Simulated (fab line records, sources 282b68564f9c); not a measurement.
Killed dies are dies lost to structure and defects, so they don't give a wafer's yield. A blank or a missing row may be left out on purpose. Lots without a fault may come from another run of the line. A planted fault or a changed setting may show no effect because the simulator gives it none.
One fault seen from 2 desks | flow rit_cmos | each desk has only its own numbers; what lay behind them comes last

THE TOOL OWNER'S DESK: implanter-03
The tool's own readings at RIT_NRETRO_IMPLANT_08: means of the sampled wafers that have a number, for each lot that ran on this tool. A lot is out of limits, marked OUT, if its mean lies more than 4 standard deviations from the usual mean; the brackets give that distance.
Columns: A = beam_on_s at RIT_NRETRO_IMPLANT_08, usual 10.01 s; B = dose_ions_cm2 at RIT_NRETRO_IMPLANT_08, usual 1.0001e+13; C = faraday_current_uA at RIT_NRETRO_IMPLANT_08, usual 31.7
lot  | first seen here | A     | B                            | C
L604 | day 2 08:15     | 10.12 | 1.0016e+13                   | 31.3
L607 | day 2 21:43     | 10.05 | 9.9847e+12                   | 31.5
L609 | day 3 08:21     | 10.03 | 1.0000e+13                   | 31.7
L614 | day 4 11:01     | 10.03 | 9.9943e+12                   | 31.6
L615 | day 4 14:36     | 9.97  | 1.0006e+13                   | 31.9
L622 | day 6 01:16     | 10.04 | 8.3040e+12 (-99 or more) OUT | 26.3 (-8.6) OUT
L623 | day 6 05:26     | 9.95  | 8.2983e+12 (-99 or more) OUT | 26.4 (-8.4) OUT
This desk's finding: out of limits on L622, L623; first on L622, day 6 01:16 (dose_ions_cm2 at RIT_NRETRO_IMPLANT_08). In limits: L604, L607, L609, L614, L615.

THE METROLOGY DESK
What the gauges read, lot by lot, whatever tool the lot ran on: means of the sampled wafers that have a number. A lot is out of limits, marked OUT, if its mean lies more than 4 standard deviations from the usual mean; the brackets give that distance.
Columns: A = NRETRO_TW at RIT_NRETRO_TW_MEAS_10, usual 1045
lot  | first seen here | A
L604 | day 2 08:34     | 1052
L605 | day 2 12:49     | 1049
L606 | day 2 17:20     | 1052
L607 | day 2 22:02     | 1050
L608 | day 3 02:11     | 1044
L609 | day 3 08:40     | 1050
L610 | day 3 12:16     | 1029
L611 | day 3 20:46     | 1047
L612 | day 4 01:14     | 1057
L613 | day 4 07:30     | 1037
L614 | day 4 11:20     | 1057
L615 | day 4 14:55     | 1060
L622 | day 6 01:35     | 981 (-6.6) OUT
L623 | day 6 05:44     | 970 (-7.7) OUT
This desk's finding: out of limits on L622, L623; first on L622, day 6 01:35 (NRETRO_TW at RIT_NRETRO_TW_MEAS_10). In limits: L604, L605, L606, L607, L608, L609, L610, L611, L612, L613, L614, L615.

PUT TOGETHER
The tool owner's desk could have raised an alarm at day 6 01:16, on L622, L623.
The metrology desk could have raised an alarm at day 6 01:35, on L622, L623.
Of the lots named, all ran RIT_NRETRO_IMPLANT_08 on implanter-03.

WHAT THE SIMULATOR HAD PUT IN
Process parameter drift: implanter-03, from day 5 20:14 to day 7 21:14, at RIT_NRETRO_IMPLANT_08. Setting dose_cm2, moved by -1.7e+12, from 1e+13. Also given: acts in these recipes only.
Lots struck among those shown: L622, L623.
Hours from the fault's start to each desk's first reading out of limits: the tool owner's desk, 5; the metrology desk, 5.
